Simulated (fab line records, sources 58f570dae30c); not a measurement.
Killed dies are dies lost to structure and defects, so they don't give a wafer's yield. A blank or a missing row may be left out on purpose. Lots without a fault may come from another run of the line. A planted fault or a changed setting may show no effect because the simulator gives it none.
Which tool did it? | flow berkeley_cmos170 | 7 lots, 21 wafers sampled, at 1 step of a route of 331

WHAT THE GAUGES READ, wafer by wafer
UCB170_NLDD_OVL_MEAS_07.
lot  | measured     | on         | NLDD_OVL (nm)
L719 | day 8 10:28  | overlay-02 | -9 -4 -12
L722 | day 8 11:02  | overlay-01 | 9 1 8
L724 | day 8 23:02  | overlay-02 | 6 -1 9
L726 | day 9 16:17  | overlay-01 | 1 4 -1
L734 | day 11 07:44 | overlay-01 | 0 -4 -4
L735 | day 11 09:18 | overlay-02 | -10 -9 0
L738 | day 12 08:01 | overlay-02 | -4 0 -4

WHICH TOOL RAN EACH LOT (tool, then ch and the chambers of the sampled wafers, then the start)
The record holds no process step before these readings.

THE ANSWER, worked out from the rows above alone
Rule: what is usual is taken from the lots themselves. Put in order of their means at a reading, lots are off if they are a third of the lots or fewer, leave a main group of 4 or more, and stand apart from it by a gap of 3 or more times the standard deviation of the main group's means; of several such gaps the widest counts. A main group whose means are all the same, to the digits that the tables above print for the reading, isn't used. A lot without any number at a reading at which 4 lots or more have one is off too. The other lots that the step has rows for count as sound.
No lot is off at any reading shown: from this, nothing can be told.

WHAT THE SIMULATOR HAD PUT IN
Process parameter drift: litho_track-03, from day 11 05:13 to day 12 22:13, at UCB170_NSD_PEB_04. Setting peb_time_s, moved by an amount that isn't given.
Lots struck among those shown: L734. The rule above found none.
